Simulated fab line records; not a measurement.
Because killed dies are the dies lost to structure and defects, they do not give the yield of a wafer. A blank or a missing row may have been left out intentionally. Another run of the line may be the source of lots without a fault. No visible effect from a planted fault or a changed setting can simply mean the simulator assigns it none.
What tool caused it?	flow berkeley_cmos170	13 lots with 39 wafers sampled at 4 steps, on a route of 331 steps

## WHAT THE GAUGES READ, wafer by wafer
UCB170_M1_CD_MEAS_90: the cd target is 700 nm. Usual: cd_nm at 699.6 nm, with a standard deviation of 1.7.
lot	measured	on	cd_nm (nm)	flag
L406	day 8 16:37	cd_sem-02	700.3 698.4 698.4	
L405	day 8 18:29	cd_sem-02	697.4 697.7 700.5	
L408	day 8 20:09	cd_sem-01	703.3 700.6 700.3	
L409	day 8 21:53	cd_sem-02	700.6 699.2 698.0	
L407	day 9 00:42	cd_sem-02	697.7 697.7 696.1	
L419	day 10 16:06	cd_sem-01	696.1 698.2 697.2	
L417	day 10 22:04	cd_sem-01	700.1 701.2 700.8	
L415	day 10 22:10	cd_sem-02	703.6 705.0 699.8	
L418	day 10 23:10	cd_sem-02	697.0 698.9 699.0	
L423	day 11 17:31	cd_sem-02	700.2 700.0 699.9	
L420	day 11 17:52	cd_sem-01	700.8 698.8 697.1	
L422	day 12 00:37	cd_sem-02	699.0 699.7 701.3	
L421	day 12 01:15	cd_sem-01	700.9 700.5 700.7	

UCB170_M2_RS_MEAS_02: a four-point-probe measurement. Usual: M2_AL_RS typically reads 0.03214 ohm/sq, with standard deviation 0.00026.
lot	measured	on	M2_AL_RS (ohm/sq)	flag
L406	day 8 22:26	film_metro-01	0.03136 0.03188 0.03207	
L405	day 8 23:49	film_metro-02	0.03195 0.03239 0.03258	
L408	day 9 02:53	film_metro-02	0.03209 0.03178 0.03231	
L409	day 9 03:43	film_metro-02	0.03226 0.03223 0.03238	
L407	day 9 06:23	film_metro-01	0.03239 0.03223 0.03217	
L419	day 10 20:33	film_metro-04	0.03236 0.03197 0.03239	
L417	day 11 05:13	film_metro-04	0.03142 0.03192 0.03192	
L415	day 11 04:50	film_metro-04	0.03258 0.03225 0.03203	
L418	day 11 05:22	film_metro-02	0.03282 0.03242 0.03227	
L423	day 11 21:50	film_metro-04	0.03218 0.03185 0.03235	
L420	day 12 01:44	film_metro-02	0.03216 0.03236 0.03234	
L422	day 12 04:56	film_metro-04	0.03209 0.03208 0.03208	
L421	day 12 06:23	film_metro-01	0.03208 0.03171 0.03243	

UCB170_M3_THK_MEAS_03: measures by xrf. Usual: M3_AL_THK typically reads 896 nm, with standard deviation 9.8.
lot	measured	on	M3_AL_THK (nm)	flag
L406	day 9 05:28	film_metro-02	907 905 897	
L405	day 9 07:10	film_metro-03	884 892 894	
L408	day 9 08:55	film_metro-01	901 906 899	
L409	day 9 09:21	film_metro-01	897 901 893	
L407	day 9 12:55	film_metro-02	891 893 898	
L419	day 11 06:31	film_metro-03	898 905 899	
L417	day 11 12:52	film_metro-03	896 893 898	
L415	day 11 11:52	film_metro-03	901 895 902	
L418	day 11 13:08	film_metro-03	884 874 872	
L423	day 12 03:26	film_metro-03	903 902 902	
L420	day 12 08:46	film_metro-01	893 883 883	
L422	day 12 12:13	film_metro-01	870 871 873	
L421	day 12 13:49	film_metro-03	900 905 910	

## WHAT TOOL EACH LOT RAN ON (gives the tool, then ch and the chambers of the sampled wafers, and finally the start)
lot	UCB170_M1_METAL_ETCH_12
L406	rie_metal-01 ch 0,1, day 8 16:13
L405	rie_metal-03 ch 0,1, day 8 18:16
L408	rie_metal-03 ch 0, day 8 19:55
L409	rie_metal-04 ch 0,1, day 8 21:38
L407	rie_metal-01 ch 0,1, day 9 00:28
L419	rie_metal-04 ch 0,1, day 10 15:49
L417	rie_metal-01 ch 0,1, day 10 21:47
L415	rie_metal-03 ch 0,1, day 10 21:55
L418	rie_metal-04 ch 0,1, day 10 22:56
L423	rie_metal-01 ch 0,1, day 11 17:12
L420	rie_metal-04 ch 0,1, day 11 17:37
L422	rie_metal-04 ch 0,1, day 12 00:23
L421	rie_metal-01 ch 0,1, day 12 01:01
- UCB170_M1_METAL_ETCH_12: etches Al in Cl2/BCl3, stops on PSG, target depth 780 nm, time 130 s.

## WHAT THE TOOLS THEMSELVES READ (means of the sampled wafers that have a number; where no wafer has one, the mark that the record gives instead)
UCB170_M1_METAL_ETCH_12. Usual: drypump_motor_current_A 5.6 A, standard deviation 0.35; oes_product_au 0.860 a.u., standard deviation 0.013; throttle_valve_pct 24.46 %, standard deviation 0.21.
lot	tool	drypump_motor_current_A (A)	oes_product_au (a.u.)	throttle_valve_pct (%)	flag
L406	rie_metal-01	5.3	0.845	24.57	
L405	rie_metal-03	5.6	0.865	24.44	
L408	rie_metal-03	5.3	0.855	24.48	
L409	rie_metal-04	6.0	0.867	24.52	
L407	rie_metal-01	5.5	0.845	24.35	
L419	rie_metal-04	6.0	0.860	24.52	
L417	rie_metal-01	5.3	0.852	24.58	
L415	rie_metal-03	5.4	0.850	24.46	
L418	rie_metal-04	6.1	0.873	24.40	
L423	rie_metal-01	5.5	0.866	24.37	
L420	rie_metal-04	6.1	0.880	24.40	
L422	rie_metal-04	6.1	0.883	24.40	
L421	rie_metal-01	5.5	0.852	24.37	

## THE ANSWER, worked out from the rows above alone
Rule: a lot counts as off when the mean over its wafers that have a number is more than 3 standard deviations away from the usual mean. Also off: a lot with no number at a reading for which 4 or more lots have one. Where the step has rows for the other lots, those lots are counted as sound. First the gauges in route order, then the tools' own readings, where a lot's mean is used as printed above. The first step at which some lot is off is used, and at that step the reading that is off furthest; a lot without a number counts as furthest.
Nothing can be told from this: no lot is off at any reading shown.

## WHAT WAS PUT IN BY THE SIMULATOR
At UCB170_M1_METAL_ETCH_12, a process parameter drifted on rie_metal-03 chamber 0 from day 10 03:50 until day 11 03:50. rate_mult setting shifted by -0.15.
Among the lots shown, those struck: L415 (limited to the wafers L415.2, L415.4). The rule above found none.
